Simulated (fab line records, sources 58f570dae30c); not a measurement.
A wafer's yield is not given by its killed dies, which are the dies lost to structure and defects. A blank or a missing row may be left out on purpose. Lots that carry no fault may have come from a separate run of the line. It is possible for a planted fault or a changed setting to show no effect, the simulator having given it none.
What tool caused it? | flow berkeleyCmos170 | Sampling: 14 lots, 42 wafers, 3 of 331 route steps

WHAT EACH GAUGE READ, for each wafer
UCB170_M1_CD_MEAS_90 targets a cd of 700 nm.
lot  | measured     | on       | cdNm (nm)
L696 | day 6 23:07  | cdSem-02 | 699.7 703.2 699.5
L697 | day 7 18:22  | cdSem-01 | 696.6 697.4 699.3
L698 | day 8 01:20  | cdSem-01 | 705.2 700.0 705.5
L699 | day 8 03:01  | cdSem-01 | 699.2 697.3 697.6
L700 | day 8 03:44  | cdSem-02 | 698.1 695.4 693.9
L701 | day 8 21:44  | cdSem-02 | 700.7 701.6 700.8
L702 | day 8 20:58  | cdSem-02 | 694.0 696.1 695.6
L703 | day 9 04:23  | cdSem-02 | 702.2 698.4 700.6
L704 | day 9 04:52  | cdSem-01 | 702.6 705.0 701.8
L705 | day 9 06:01  | cdSem-01 | 702.0 701.7 700.3
L707 | day 10 03:32 | cdSem-02 | 705.5 703.2 703.2
L714 | day 11 03:13 | cdSem-01 | 710.5 712.2 709.2
L715 | day 11 10:35 | cdSem-01 | 712.1 714.5 711.0
L718 | day 11 16:20 | cdSem-02 | 699.5 692.8 696.6

WHICH TOOL RAN EACH LOT (tool, then ch and the chambers of the sampled wafers, then the start)
lot  | UCB170_SPACER_ETCHBACK_03         | UCB170_M1_METAL_ETCH_12
L696 | rieDiel-01 ch 0,2, day 6 07:43    | rieMetal-04 ch 1, day 6 22:52
L697 | rieDiel-03 ch 0,1,3, day 7 01:29  | rieMetal-03 ch 0,1, day 7 18:08
L698 | rieDiel-02 ch 0,1, day 7 11:11    | rieMetal-02 ch 0,1, day 8 01:01
L699 | rieDiel-01 ch 0,2,3, day 7 11:11  | rieMetal-04 ch 0,1, day 8 02:47
L700 | rieDiel-03 ch 0,1,2, day 7 11:11  | rieMetal-03 ch 0, day 8 03:22
L701 | rieDiel-02 ch 2,3, day 8 08:38    | rieMetal-04 ch 0, day 8 21:22
L702 | rieDiel-03 ch 0,1,2, day 8 08:38  | rieMetal-03 ch 0, day 8 20:37
L703 | rieDiel-03 ch 0,1,2, day 8 15:47  | rieMetal-03 ch 0,1, day 9 04:08
L704 | rieDiel-02 ch 0,1,2, day 8 15:47  | rieMetal-04 ch 0, day 9 04:35
L705 | rieDiel-01 ch 0,3, day 8 15:47    | rieMetal-02 ch 0,1, day 9 05:46
L707 | rieDiel-03 ch 0,2,3, day 9 08:32  | rieMetal-02 ch 1, day 10 03:10
L714 | rieDiel-01 ch 2,3, day 10 10:20   | rieMetal-04 ch 1, day 11 02:50
L715 | rieDiel-01 ch 1,3, day 10 17:38   | rieMetal-04 ch 1, day 11 10:13
L718 | rieDiel-02 ch 0,1,3, day 11 00:11 | rieMetal-02 ch 0,1, day 11 16:06
- UCB170_SPACER_ETCHBACK_03: etches SiO2 in CHF3/CF4/Ar, stops on Si, target depth 376 nm, time 103.9 s.
- UCB170_M1_METAL_ETCH_12: etches Al in Cl2/BCl3, stops on PSG, target depth 780 nm, time 130 s.

AS READ BY THE TOOLS THEMSELVES (means over the sampled wafers that have a number; for cases with no such wafer, the mark the record gives instead)
UCB170_SPACER_ETCHBACK_03.
lot  | tool       | drypumpMotorCurrentA (A) | oesProductAu (a.u.) | throttleValvePct (%)
L696 | rieDiel-01 | 6.3                      | 0.888               | 6.51
L697 | rieDiel-03 | 6.2                      | 0.891               | 6.49
L698 | rieDiel-02 | 5.3                      | 0.887               | 6.48
L699 | rieDiel-01 | 6.1                      | 0.899               | 6.53
L700 | rieDiel-03 | 6.3                      | 0.875               | 6.49
L701 | rieDiel-02 | 5.3                      | 0.895               | 6.44
L702 | rieDiel-03 | 6.3                      | 0.893               | 6.50
L703 | rieDiel-03 | 6.3                      | 0.900               | 6.48
L704 | rieDiel-02 | 5.0                      | 0.886               | 6.48
L705 | rieDiel-01 | 5.8                      | 0.914               | 6.51
L707 | rieDiel-03 | 6.4                      | 0.886               | 6.47
L714 | rieDiel-01 | 6.0                      | 0.897               | 6.53
L715 | rieDiel-01 | 5.7                      | 0.912               | 6.56
L718 | rieDiel-02 | 5.3                      | 0.881               | 6.47

UCB170_M1_METAL_ETCH_12.
lot  | tool        | drypumpMotorCurrentA (A) | heBacksideLeakSccm (sccm) | oesProductAu (a.u.) | throttleValvePct (%)
L696 | rieMetal-04 | 5.4                      | 3.04                      | 0.852               | 24.60
L697 | rieMetal-03 | 5.3                      | 3.39                      | 0.850               | 24.46
L698 | rieMetal-02 | 6.1                      | 3.12                      | 0.857               | 24.61
L699 | rieMetal-04 | 5.2                      | 3.31                      | 0.852               | 24.24
L700 | rieMetal-03 | 5.0                      | 2.94                      | 0.874               | 24.45
L701 | rieMetal-04 | 5.2                      | 3.26                      | 0.857               | 24.05
L702 | rieMetal-03 | 5.0                      | 3.00                      | 0.868               | 24.45
L703 | rieMetal-03 | 5.3                      | 3.47                      | 0.851               | 24.48
L704 | rieMetal-04 | 5.1                      | 3.26                      | 0.849               | 24.06
L705 | rieMetal-02 | 6.1                      | 3.18                      | 0.852               | 24.61
L707 | rieMetal-02 | 5.9                      | 3.25                      | 0.870               | 24.51
L714 | rieMetal-04 | 5.4                      | 3.13                      | 0.775               | 24.63
L715 | rieMetal-04 | 5.4                      | 2.99                      | 0.769               | 24.63
L718 | rieMetal-02 | 6.2                      | 3.25                      | 0.839               | 24.71

THE ANSWER, worked out from the rows above alone
Rule: the usual values come from the lots themselves. The widest of any qualifying gaps counts: lots, ordered by their means at a reading, are off when they make up no more than a third of the lots, leave a main group of 4 or more, and stand apart from it by 3 or more times the standard deviation of that group's means. The tables above print the reading to a certain number of digits; a main group whose means all agree to those digits is not used. Also off: a lot with no number at a reading for which 4 or more lots have one. Any other lot the step has rows for is counted as sound. After the gauges, taken in route order, come the tools' own readings; for these a lot's mean is taken, as printed above. The first step at which some lot is off is used, and at that step the reading that is off furthest; a lot without a number counts as furthest.
Off: L714, L715 (UCB170_M1_METAL_ETCH_12, oesProductAu). The main group has a mean of 0.856 a.u. with a standard deviation of 0.0096.
A tool fits if, at that step or a process step before it, it ran every lot that is off, and no sound lot after the first of them. Can't be told from this: 2 tools fit, rieDiel-01 at UCB170_SPACER_ETCHBACK_03, rieMetal-04 at UCB170_M1_METAL_ETCH_12.

WHAT THE SIMULATOR HAD INSERTED
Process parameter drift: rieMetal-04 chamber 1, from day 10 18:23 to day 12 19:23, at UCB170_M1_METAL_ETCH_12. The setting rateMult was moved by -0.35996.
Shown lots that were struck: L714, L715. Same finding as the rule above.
